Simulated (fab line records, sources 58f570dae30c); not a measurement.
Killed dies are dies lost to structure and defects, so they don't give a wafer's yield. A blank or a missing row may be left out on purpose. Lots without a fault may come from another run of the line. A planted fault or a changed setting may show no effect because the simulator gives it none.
Chamber matching | flow berkeley_cmos170 | UCB170_GATE_ETCH_15 on rie_si-01: 4 sister chambers
The step etches poly-Si in HBr/Cl2, stops on SiO2, time 56.3 s, target depth 278.2 nm. 14 wafers are shown with their chamber, then 7 later ones without.

WAFERS WITH THEIR CHAMBER
wafer  | chamber | throttle_valve_pct (%) | oes_product_au (a.u.)
L614.2 | 1       | 26.12                  | 0.819
L614.4 | 3       | 26.61                  | 0.849
L614.6 | 3       | 26.60                  | 0.833
L619.1 | 3       | 26.60                  | 0.837
L619.4 | 1       | 26.14                  | 0.810
L619.5 | 3       | 26.61                  | 0.828
L625.1 | 3       | 26.61                  | 0.838
L625.3 | 1       | 26.13                  | 0.813
L625.5 | 0       | 26.29                  | 0.850
L630.2 | 3       | 26.62                  | 0.835
L630.5 | 1       | 26.12                  | 0.826
L630.6 | 2       | 26.57                  | 0.839
L631.1 | 2       | 26.57                  | 0.842
L631.4 | 3       | 26.61                  | 0.833

SIGNATURES (means of the wafers above)
reading            | chamber 0 | chamber 1 | chamber 2 | chamber 3 | scatter within a chamber
throttle_valve_pct | 26.2900   | 26.1275   | 26.5700   | 26.6086   | 0.00749
oes_product_au     | 0.85000   | 0.81700   | 0.84050   | 0.83614   | 0.00641
Rule: a wafer's distance from a chamber is the root of the sum, over the readings, of the square of ((its reading less the chamber's mean) divided by the reading's scatter). The wafer belongs to the nearest chamber; if the next one is less than 2 further off, it can't be placed. The scatter: the root of (the sum of the squares of (reading less its chamber's mean) over the shown wafers, divided by (wafers less chambers)).

WAFERS WITHOUT THEIR CHAMBER
wafer  | throttle_valve_pct (%) | oes_product_au (a.u.)
L631.5 | 26.61                  | 0.835
L633.3 | 26.60                  | 0.829
L633.5 | 26.28                  | 0.852
L633.6 | 26.62                  | 0.846
L635.3 | 26.14                  | 0.823
L635.4 | 26.29                  | 0.839
L635.5 | 26.28                  | 0.853

WHICH CHAMBER EACH WENT THROUGH
wafer  | from the rows above | in truth
L631.5 | 3                   | 3
L633.3 | 3                   | 3
L633.5 | 0                   | 0
L633.6 | 3                   | 3
L635.3 | 1                   | 1
L635.4 | 0                   | 0
L635.5 | 0                   | 0
Placed correctly: 7 of 7. Can't be placed from these rows: 0. Placed wrongly: 0.
